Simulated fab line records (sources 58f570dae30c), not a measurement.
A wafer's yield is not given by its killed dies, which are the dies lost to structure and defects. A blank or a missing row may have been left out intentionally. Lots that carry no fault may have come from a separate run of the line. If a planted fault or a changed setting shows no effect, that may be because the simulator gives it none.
Which of the tools did it? + flow berkeley-cmos170 + 8 lots, 24 wafers sampled, at 2 steps of a route of 331

== WHAT THE GAUGES SHOWED, per wafer ==
UCB170_NVT_OVL_MEAS_06.
| lot  | measured     | on         | NVT_OVL (nm) |
|------|--------------|------------|--------------|
| L540 | day 7 04:41  | overlay-02 | 0 4 -4       |
| L542 | day 7 13:32  | overlay-01 | -13 -8 -14   |
| L545 | day 8 09:14  | overlay-02 | 1 9 1        |
| L548 | day 8 22:21  | overlay-02 | -15 -9 -15   |
| L547 | day 8 22:10  | overlay-02 | -1 -4 -1     |
| L551 | day 8 22:26  | overlay-01 | -12 -14 -8   |
| L553 | day 9 13:42  | overlay-02 | 497 499 502  |
| L560 | day 11 02:46 | overlay-02 | -12 -12 -15  |

== EACH LOT AND THE TOOL THAT RAN IT (in order: tool; ch and the chambers of the sampled wafers; start) ==
| lot  | UCB170_NVT_EXPOSE_03              |
|------|-----------------------------------|
| L540 | krf-scanner-01 ch 0, day 7 04:17  |
| L542 | krf-scanner-02 ch 0, day 7 12:49  |
| L545 | krf-scanner-01 ch 0, day 8 08:08  |
| L548 | krf-scanner-02 ch 0, day 8 21:36  |
| L547 | krf-scanner-01 ch 0, day 8 21:22  |
| L551 | krf-scanner-02 ch 0, day 8 21:43  |
| L553 | krf-scanner-01 ch 0, day 9 13:18  |
| L560 | krf-scanner-02 ch 0, day 11 01:52 |
- UCB170_NVT_EXPOSE_03: exposes mask PWELL, target cd 3000 nm.

== THE ANSWER, worked out from the rows above alone ==
Rule: usual is defined by the lots themselves. The widest of any qualifying gaps counts: lots, ordered by their means at a reading, are off when they make up no more than a third of the lots, leave a main group of 4 or more, and stand apart from it by 3 or more times the standard deviation of that group's means. Not used: any main group whose means are identical at the precision the tables above print for the reading. A lot without any number at a reading at which 4 lots or more have one is off too. All remaining lots with rows at the step are treated as sound.
Off: at UCB170_NVT_OVL_MEAS_06 (NVT_OVL), L553. Main group: mean -7 nm, sd 6.5.
A tool fits if, at a process step before that reading, it ran every lot that is off, and no sound lot after the first of them. Those tools and the gauges at UCB170_NVT_OVL_MEAS_06 are tried in the same way. One fits: UCB170_NVT_EXPOSE_03 on krf-scanner-01. A fault onset in the window from L547 (day 8 21:22, its last sound lot) to L553 (day 9 13:18, its first lot off) fits.

== WHAT WAS PUT IN BY THE SIMULATOR ==
Scanner matching overlay: krf-scanner-01, from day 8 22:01 on, at UCB170_NVT_EXPOSE_03. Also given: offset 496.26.
Shown lots that were struck: L553. This agrees with what the rule above found.
